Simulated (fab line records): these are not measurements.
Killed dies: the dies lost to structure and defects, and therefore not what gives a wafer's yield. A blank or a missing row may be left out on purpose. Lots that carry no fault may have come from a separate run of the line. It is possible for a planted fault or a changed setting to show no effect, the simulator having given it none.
fab line records	flow berkeley_cmos170
record lots=7	wafers=21	last_day=13
route steps=331 shown M1@239
lots with no fault: from the same line, run without faults
start_h: start of the lot's first displayed wafer, in hours after the record's first day	wait_h: time in hours since the lot's previous step	" as in the row above	L1.1+2: a row that stands for several wafers	- no value, or no start given	* or withheld: withheld	< > ~ a bound
route shown NAME@n: NAME is a module with steps in the file, n the number in the route of the first one	usual: the fault-free wafers' mean and standard deviation	same: alike in all rows	chamber/n: place in a boat	sites: each site's reading	_std_site: how widely they spread, as a standard deviation	_edge_site: inner sites' mean taken away from outer sites' mean	radius_mm: for every site, how far away it sits from the centre of the wafer	mask NAME#n: copy n	behind: the most recent tool/chamber to have shaped the wafer	hold: reason for holding the lot/hours on hold/outcome of the hold	device: the n, p or np transistor that did not switch	end of line: the same wafers' tests at the end of the route	a step given without rows: its recipe and nothing more	killed: the dies lost at the first sort to structure and to defects; this is not the yield of the wafer	map: a wafer's dies, x killed, . not, _ none there
set.NAME: the setting that was run; set.NAME@STEP: the one run at that earlier step	model.NAME: the simulator's own value behind a step, which no gauge read
a table for each step, a row for each wafer; lots at some steps of the route
services: from which hour (start_h, from the record's first day; less than 0 if before it) a tool's chamber was out of use, for how many hours, and why
## steps
# step UCB170_M1_RS_MEAS_01
# recipe thk_meas_gauge=four-point-probe	reads=Al_of_M1_SPUTTER_00
# usual M1_AL_RS=0.0486/0.00043
lot.wafer	tool	chamber	start_h	wait_h	M1_AL_RS[ohm/sq]
L790.1	film_metro-03	-	131.47	0.0	0.0489
L790.4	"	-	"	"	0.0494
L790.6	"	-	"	"	0.0492
L794.2	film_metro-04	-	157.06	0.1	0.0484
L794.4	"	-	"	"	0.0485
L794.6	"	-	"	"	0.0484
L802.3	film_metro-03	-	226.85	0.1	0.0487
L802.5	"	-	"	"	0.0485
L802.6	"	-	"	"	0.0486
L804.4	film_metro-01	-	233.20	0.1	0.0476
L804.5	"	-	"	"	0.0477
L804.6	"	-	"	"	0.0482
L803.1	film_metro-01	-	233.32	0.0	0.0485
L803.5	"	-	"	"	0.0483
L803.6	"	-	"	"	0.0483
L810.4	film_metro-04	-	256.47	0.1	0.0485
L810.5	"	-	"	"	0.0483
L810.6	"	-	"	"	0.0485
L813.2	film_metro-04	-	275.65	0.1	0.0479
L813.4	"	-	"	"	0.0484
L813.5	"	-	"	"	0.0482
# step UCB170_M1_THK_MEAS_02
# recipe thk_meas_gauge=xrf	reads=Al_of_M1_SPUTTER_00
# usual M1_AL_THK=606/5.3
lot.wafer	tool	chamber	start_h	wait_h	M1_AL_THK[nm]
L790.1	film_metro-03	-	131.59	0.1	606
L790.4	"	-	"	"	598
L790.6	"	-	"	"	600
L794.2	film_metro-04	-	157.17	0.1	605
L794.4	"	-	"	"	609
L794.6	"	-	"	"	612
L802.3	film_metro-03	-	226.95	0.1	607
L802.5	"	-	"	"	611
L802.6	"	-	"	"	609
L804.4	film_metro-01	-	233.29	0.1	615
L804.5	"	-	"	"	613
L804.6	"	-	"	"	604
L803.1	film_metro-01	-	233.44	0.1	604
L803.5	"	-	"	"	607
L803.6	"	-	"	"	604
L810.4	film_metro-04	-	256.56	0.1	605
L810.5	"	-	"	"	606
L810.6	"	-	"	"	606
L813.2	film_metro-04	-	275.76	0.1	617
L813.4	"	-	"	"	609
L813.5	"	-	"	"	615
# step UCB170_M1_COAT_03
# recipe resist=BARC	temp_c=withheld	time_s=withheld	spin_rpm=3000	resist_thk_nm=withheld
# step UCB170_M1_COAT_04
# recipe resist=KrF	spin_rpm=1536	resist_thk_nm=900
# step UCB170_M1_SOFTBAKE_05
# recipe resist=KrF	temp_c=130	time_s=60
# step UCB170_M1_EXPOSE_06
# recipe mask_id=METAL1	target_cd_nm=700	na=0.5	sigma_outer=0.6	source_shape=conventional	dose_mj=21
# step UCB170_M1_PEB_07
# recipe peb_temp_c=130	peb_time_s=withheld	resist=KrF
# step UCB170_M1_DEVELOP_08
# recipe developer=TMAH	develop_time_s=45	resist=KrF	dev_temp_c=21
# step UCB170_M1_CD_MEAS_09
# recipe target_cd_nm=700
# usual cd_nm=699.8/1.4
lot.wafer	tool	chamber	start_h	wait_h	cd_nm
L790.1	cd_sem-01	-	132.55	-	700.1
L790.4	"	-	"	"	698.1
L790.6	"	-	"	"	698.7
L794.2	cd_sem-02	-	158.21	-	698.9
L794.4	"	-	"	"	698.3
L794.6	"	-	"	"	699.4
L802.3	cd_sem-02	-	227.87	-	699.3
L802.5	"	-	"	"	699.4
L802.6	"	-	"	"	699.1
L804.4	cd_sem-02	-	234.56	-	699.6
L804.5	"	-	"	"	698.3
L804.6	"	-	"	"	700.0
L803.1	cd_sem-02	-	234.86	-	699.9
L803.5	"	-	"	"	700.3
L803.6	"	-	"	"	699.8
L810.4	cd_sem-02	-	258.19	-	701.8
L810.5	"	-	"	"	700.9
L810.6	"	-	"	"	701.5
L813.2	cd_sem-01	-	276.95	-	699.2
L813.4	"	-	"	"	698.9
L813.5	"	-	"	"	699.5
# step UCB170_M1_OVL_MEAS_10
# usual M1_OVL=5/5
lot.wafer	tool	chamber	start_h	wait_h	M1_OVL[nm]
L790.1	overlay-02	-	132.67	0.1	7
L790.4	"	-	"	"	3
L790.6	"	-	"	"	-5
L794.2	overlay-01	-	158.31	0.1	2
L794.4	"	-	"	"	1
L794.6	"	-	"	"	4
L802.3	overlay-01	-	227.96	0.1	4
L802.5	"	-	"	"	-3
L802.6	"	-	"	"	1
L804.4	overlay-02	-	234.64	0.1	2
L804.5	"	-	"	"	0
L804.6	"	-	"	"	2
L803.1	overlay-01	-	234.98	0.1	10
L803.5	"	-	"	"	9
L803.6	"	-	"	"	6
L810.4	overlay-01	-	258.27	0.1	6
L810.5	"	-	"	"	4
L810.6	"	-	"	"	3
L813.2	overlay-02	-	277.06	0.1	4
L813.4	"	-	"	"	4
L813.5	"	-	"	"	19
# step UCB170_M1_ETCH_11
# recipe chemistry=N2/H2	target_depth_a=withheld	overetch_a=withheld	target=BARC	time_s=withheld	source_w=500	bias_w=100	pressure_mtorr=30	n2_flow_sccm=100	h2_flow_sccm=200
# usual drypump_motor_current_A=5.7/0.45	oes_product_au=0.994/0.014	throttle_valve_pct=13.31/0.19
lot.wafer	tool	chamber	start_h	wait_h	drypump_motor_current_A	oes_product_au	throttle_valve_pct
L790.1	rie_diel-04	2	132.70	0.0	5.9	0.988	13.53
L790.4	"	2	"	"	5.9	0.979	13.53
L790.6	"	0	"	"	5.6	0.987	13.40
L794.2	rie_diel-01	3	158.34	0.0	6.5	0.996	13.60
L794.4	"	1	"	"	5.0	1.024	13.04
L794.6	"	3	"	"	6.6	0.991	13.61
L802.3	rie_diel-03	3	227.99	0.0	5.6	0.992	13.36
L802.5	"	3	"	"	5.6	0.994	13.34
L802.6	"	0	"	"	5.3	1.004	13.09
L804.4	rie_diel-03	2	234.66	0.0	5.2	1.004	13.36
L804.5	"	0	"	"	5.3	1.000	13.08
L804.6	"	3	"	"	5.5	1.005	13.33
L803.1	rie_diel-03	0	235.02	0.0	5.2	1.013	13.06
L803.5	"	2	"	"	5.2	1.015	13.36
L803.6	"	1	"	"	5.9	0.993	13.05
L810.4	rie_diel-04	3	258.31	0.0	5.8	0.986	13.36
L810.5	"	2	"	"	5.9	0.989	13.54
L810.6	"	0	"	"	5.6	0.987	13.39
L813.2	rie_diel-03	2	277.09	0.0	5.2	0.994	13.36
L813.4	"	0	"	"	5.3	0.993	13.07
L813.5	"	3	"	"	5.6	0.980	13.32
# step UCB170_M1_METAL_ETCH_12
# recipe chemistry=Cl2/BCl3	target=Al	stop_on=PSG	pressure_mtorr=12	target_depth_a=7800	over_etch_frac=0.3	time_s=130	icp_w=600	bias_w=120	Cl2_flow_sccm=90	bcl3_flow_sccm=45
# usual drypump_motor_current_A=5.79/0.22	oes_product_au=0.855/0.013	throttle_valve_pct=24.46/0.2
lot.wafer	tool	chamber	start_h	wait_h	drypump_motor_current_A	oes_product_au	rf_hours_counter_h	throttle_valve_pct
L790.1	rie_metal-04	1	132.75	-	5.95	0.868	7	24.65
L790.4	"	1	"	"	5.95	0.855	-	24.66
L790.6	"	1	"	"	5.97	0.868	-	24.64
L794.2	rie_metal-03	0	158.38	-	5.83	0.853	12	24.76
L794.4	"	0	"	"	5.83	0.857	-	24.74
L794.6	"	1	"	"	6.09	0.849	-	24.22
L802.3	rie_metal-04	1	228.08	-	5.94	0.874	-	24.66
L802.5	"	0	"	"	5.60	0.869	-	24.32
L802.6	"	1	"	"	5.97	0.868	-	24.67
L804.4	rie_metal-03	0	234.74	-	5.84	0.859	-	24.76
L804.5	"	0	"	"	5.82	0.855	-	24.76
L804.6	"	1	"	"	6.11	0.848	-	24.22
L803.1	rie_metal-04	0	235.06	-	5.60	0.864	6	24.30
L803.5	"	0	"	"	5.59	0.850	-	24.28
L803.6	"	1	"	"	5.95	0.875	-	24.64
L810.4	rie_metal-04	0	258.37	-	5.58	0.864	-	24.30
L810.5	"	0	"	"	5.59	0.868	-	24.28
L810.6	"	1	"	"	5.94	0.863	-	24.64
L813.2	rie_metal-04	1	277.13	-	5.96	0.878	11	24.65
L813.4	"	0	"	"	5.57	0.869	-	24.32
L813.5	"	0	"	"	5.57	0.861	-	24.29
# step UCB170_M1_STRIP_13
# recipe chemistry=O2	power_w=400	pressure_mtorr=3500	platen_temp_c=withheld	o2_flow_sccm=400	overash_fraction=0.5
# usual chamber_pressure_mTorr=3500/3.3	drypump_motor_current_A=5.7/0.47	oes_product_au=0.720/0.0045
lot.wafer	tool	chamber	start_h	wait_h	chamber_pressure_mTorr	drypump_motor_current_A	oes_product_au	rf_hours_counter_h	model.KrF_of_M1_COAT_04.thk_nm
L790.1	plasma_asher-02	0	132.92	0.1	3501	5.3	0.719	38	0
L790.4	"	0	"	"	3499	5.2	0.715	-	0
L790.6	"	0	"	"	3500	5.2	0.729	-	0
L794.2	plasma_asher-02	0	158.52	0.1	3502	5.2	0.716	41	0
L794.4	"	1	"	"	3495	5.4	0.714	-	0
L794.6	"	0	"	"	3501	5.2	0.725	-	0
L802.3	plasma_asher-03	0	228.20	0.1	-	-	-	-	424.6
L802.5	"	0	"	"	-	-	-	-	421.6
L802.6	"	1	"	"	-	-	-	-	421
L804.4	plasma_asher-02	1	234.86	0.1	-	-	-	-	429.1
L804.5	"	1	"	"	-	-	-	-	428.4
L804.6	"	0	"	"	-	-	-	-	420.1
L803.1	plasma_asher-02	1	235.19	0.1	-	-	-	-	413.9
L803.5	"	0	"	"	-	-	-	-	415.9
L803.6	"	1	"	"	-	-	-	-	418.1
L810.4	plasma_asher-02	0	258.50	0.1	3501	5.2	0.720	-	0
L810.5	"	1	"	"	3503	5.4	0.720	-	0
L810.6	"	0	"	"	3508	5.2	0.716	-	0
L813.2	plasma_asher-03	0	277.26	0.1	3499	6.2	0.718	52	0
L813.4	"	1	"	"	3504	6.0	0.715	-	0
L813.5	"	0	"	"	3501	6.2	0.717	-	0
# step UCB170_M1_CD_MEAS_90
# recipe target_cd_nm=700
# usual cd_nm=699.6/1.7
lot.wafer	tool	chamber	start_h	wait_h	cd_nm
L790.1	cd_sem-01	-	133.02	0.1	699.2
L790.4	"	-	"	"	695.6
L790.6	"	-	"	"	697.9
L794.2	cd_sem-01	-	158.64	0.1	698.1
L794.4	"	-	"	"	698.7
L794.6	"	-	"	"	698.4
L802.3	cd_sem-02	-	228.30	0.1	701.0
L802.5	"	-	"	"	698.6
L802.6	"	-	"	"	700.7
L804.4	cd_sem-02	-	235.04	0.1	698.8
L804.5	"	-	"	"	700.0
L804.6	"	-	"	"	697.6
L803.1	cd_sem-02	-	235.58	0.4	699.7
L803.5	"	-	"	"	697.5
L803.6	"	-	"	"	699.8
L810.4	cd_sem-01	-	258.62	0.1	701.9
L810.5	"	-	"	"	699.9
L810.6	"	-	"	"	700.9
L813.2	cd_sem-02	-	277.38	0.1	701.2
L813.4	"	-	"	"	702.3
L813.5	"	-	"	"	700.9
## services
tool	chamber	start_h	hours	kind
rie_diel-04	-	114.44	0.8	repair
rie_diel-03	3	123.13	4.3	repair
rie_metal-03	1	126.18	18.9	repair
rie_diel-04	1	131.45	6.1	repair
rie_diel-01	-	133.07	14.6	pm
rie_diel-03	2	141.52	-	clean
rie_diel-03	2	141.52	21.5	scheduled_down
rie_diel-03	2	141.52	21.5	vent_cycle
rie_metal-04	0	149.87	21.5	repair
plasma_asher-02	-	150.46	2.8	pm
rie_diel-03	1	153.07	10.0	repair
rie_diel-01	2	154.18	4.9	repair
rie_diel-04	3	158.59	4.3	repair
rie_metal-03	0	167.32	3.7	repair
rie_metal-03	-	185.13	14.6	pm
plasma_asher-03	-	219.91	0.7	repair
rie_metal-04	0	220.65	4.3	repair
rie_diel-03	-	228.66	0.5	repair
rie_diel-03	-	241.48	15.6	pm
rie_metal-03	1	249.18	2.9	repair
rie_diel-04	1	257.15	-	clean
rie_diel-04	1	257.15	21.5	scheduled_down
rie_diel-04	1	257.15	21.5	vent_cycle
## key
first_sign step=UCB170_M1_STRIP_13	reading=tool_record	direction=missing
effect none on later readings
model_effect step=UCB170_M1_STRIP_13	value=KrF_of_M1_COAT_04.thk_nm	without=0	struck=421.4
met_at UCB170_M1_STRIP_13
struck_wafers L802.3,L802.5,L802.6,L803.1,L803.5,L803.6,L804.4,L804.5,L804.6
later_rows_left_out L802.3,L802.5,L802.6,L803.1,L803.5,L803.6,L804.4,L804.5,L804.6
sort_left_out L802.3,L802.5,L802.6,L803.1,L803.5,L803.6,L804.4,L804.5,L804.6
onset_between 158.52 228.20
fault kind=skipped_step_whole	tool=plasma_asher-02,plasma_asher-03	chamber=-	onset_h=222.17	steps=UCB170_M1_STRIP_13	scope=struck_lots_only
# sort_left_out: the simulated sort isn't trusted on such a fault, so these wafers' sort isn't shown, and their yield isn't known
# later_rows_left_out: the simulator's readings of these wafers behind a module that went badly wrong aren't trusted and aren't shown, but for the sort
